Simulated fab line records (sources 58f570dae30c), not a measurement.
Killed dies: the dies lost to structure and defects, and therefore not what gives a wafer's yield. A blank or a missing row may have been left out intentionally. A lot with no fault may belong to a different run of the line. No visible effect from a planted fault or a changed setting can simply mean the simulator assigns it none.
Which tool did it?	flow berkeleyCmos170	15 lots (45 wafers sampled), 1 step of a 331-step route

## WHAT EACH GAUGE READ, for each wafer
No reading from a measuring or inspecting step in the record can be judged against a usual standard deviation.

## WHAT TOOL EACH LOT RAN ON (gives the tool, then ch and the chambers of the sampled wafers, and finally the start)
lot	UCB170_GATE_EXPOSE_09
L112	krfScanner-01 ch 0, day 5 22:31
L113	krfScanner-02 ch 0, day 6 14:20
L121	krfScanner-01, day 8 05:42
L120	krfScanner-01, day 8 05:52
L122	krfScanner-01, day 8 14:47
L125	krfScanner-02 ch 0, day 8 22:44
L126	krfScanner-02 ch 0, day 9 09:06
L128	krfScanner-02 ch 0, day 10 00:41
L127	krfScanner-01 ch 0, day 10 01:00
L129	krfScanner-02 ch 0, day 10 01:17
L131	krfScanner-02 ch 0, day 10 08:59
L134	krfScanner-01 ch 0, day 10 14:35
L132	krfScanner-02 ch 0, day 10 14:47
L133	krfScanner-02 ch 0, day 10 14:55
L135	krfScanner-01 ch 0, day 10 22:52
- UCB170_GATE_EXPOSE_09: exposes mask POLY, target cd 350 nm.

## AS READ BY THE TOOLS THEMSELVES (means over the sampled wafers that have a number; for cases with no such wafer, the mark the record gives instead)
UCB170_GATE_EXPOSE_09. Usual: exposureDoseMJCm2 21.11, standard deviation 0.12; focusOffsetNm 0.0 nm, standard deviation 0.58.
lot	tool	exposureDoseMJCm2	focusOffsetNm (nm)	flag
L112	krfScanner-01	21.23	0.0	
L113	krfScanner-02	20.98	-0.2	
L121	krfScanner-01	-	-	OFF
L120	krfScanner-01	-	-	OFF
L122	krfScanner-01	-	-	OFF
L125	krfScanner-02	20.96	-0.3	
L126	krfScanner-02	20.98	0.3	
L128	krfScanner-02	20.97	-0.8	
L127	krfScanner-01	21.24	0.6	
L129	krfScanner-02	20.97	0.2	
L131	krfScanner-02	20.96	0.6	
L134	krfScanner-01	21.23	-0.8	
L132	krfScanner-02	20.99	0.1	
L133	krfScanner-02	20.99	0.2	
L135	krfScanner-01	21.20	1.3	

## THE ANSWER, worked out from the rows above alone
Rule: a lot is off if the mean of its wafers that have a number lies more than 3 standard deviations from the usual mean. A lot without any number at a reading at which 4 lots or more have one is off too. Any other lot the step has rows for is counted as sound. The gauges are gone through in route order, then the tools' own readings, and for those a lot's mean is taken as printed above. The first step at which some lot is off is used, and at that step the reading that is off furthest; a lot without a number counts as furthest.
Off at UCB170_GATE_EXPOSE_09 (exposureDoseMJCm2): L121, L120, L122. Without a number there: L121, L120, L122.
A tool fits if, at that step or a process step before it, it ran every lot that is off, and no sound lot after the first of them. None of those tried fits.

## WHAT THE SIMULATOR PUT IN
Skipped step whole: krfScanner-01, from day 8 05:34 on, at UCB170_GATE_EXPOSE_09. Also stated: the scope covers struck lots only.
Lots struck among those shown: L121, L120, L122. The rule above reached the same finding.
